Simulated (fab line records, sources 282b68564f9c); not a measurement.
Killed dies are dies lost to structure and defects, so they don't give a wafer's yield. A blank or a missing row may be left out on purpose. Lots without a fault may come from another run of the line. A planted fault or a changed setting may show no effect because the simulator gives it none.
Which tool did it? | flow rit_cmos | 7 lots, 21 wafers sampled, at 2 steps of a route of 202

WHAT THE GAUGES READ, wafer by wafer
RIT_ACTIVE_THK_MEAS_02.
lot  | measured    | on            | ACTIVE_OXIDE_THK (nm)
L741 | day 1 17:31 | film_metro-02 | 42.4 41.7 43.1
L743 | day 2 03:04 | film_metro-02 | 44.0 44.8 44.6
L745 | day 2 14:02 | film_metro-01 | 43.3 43.6 43.3
L749 | day 3 12:28 | film_metro-03 | 42.2 42.0 41.9
L757 | day 5 01:55 | film_metro-03 | 43.6 43.5 43.8
L760 | day 5 17:13 | film_metro-02 | 42.5 43.5 43.0
L762 | day 6 02:20 | film_metro-01 | 43.2 44.3 43.9

WHICH TOOL RAN EACH LOT (tool, then ch and the chambers of the sampled wafers, then the start)
lot  | RIT_ACTIVE_OXIDATION_01
L741 | furnace-03 ch 0, day 1 15:35
L743 | furnace-04 ch 0, day 2 01:07
L745 | furnace-04 ch 0, day 2 12:07
L749 | furnace-01 ch 0, day 3 10:32
L757 | furnace-03 ch 0, day 4 23:59
L760 | furnace-03 ch 0, day 5 15:17
L762 | furnace-01 ch 0, day 6 00:23
- RIT_ACTIVE_OXIDATION_01: target thk 46.8 nm, ox time 3360 s.

THE ANSWER, worked out from the rows above alone
Rule: what is usual is taken from the lots themselves. Put in order of their means at a reading, lots are off if they are a third of the lots or fewer, leave a main group of 4 or more, and stand apart from it by a gap of 3 or more times the standard deviation of the main group's means; of several such gaps the widest counts. A main group whose means are all the same, to the digits that the tables above print for the reading, isn't used. A lot without any number at a reading at which 4 lots or more have one is off too. The other lots that the step has rows for count as sound.
No lot is off at any reading shown: from this, nothing can be told.

WHAT THE SIMULATOR HAD PUT IN
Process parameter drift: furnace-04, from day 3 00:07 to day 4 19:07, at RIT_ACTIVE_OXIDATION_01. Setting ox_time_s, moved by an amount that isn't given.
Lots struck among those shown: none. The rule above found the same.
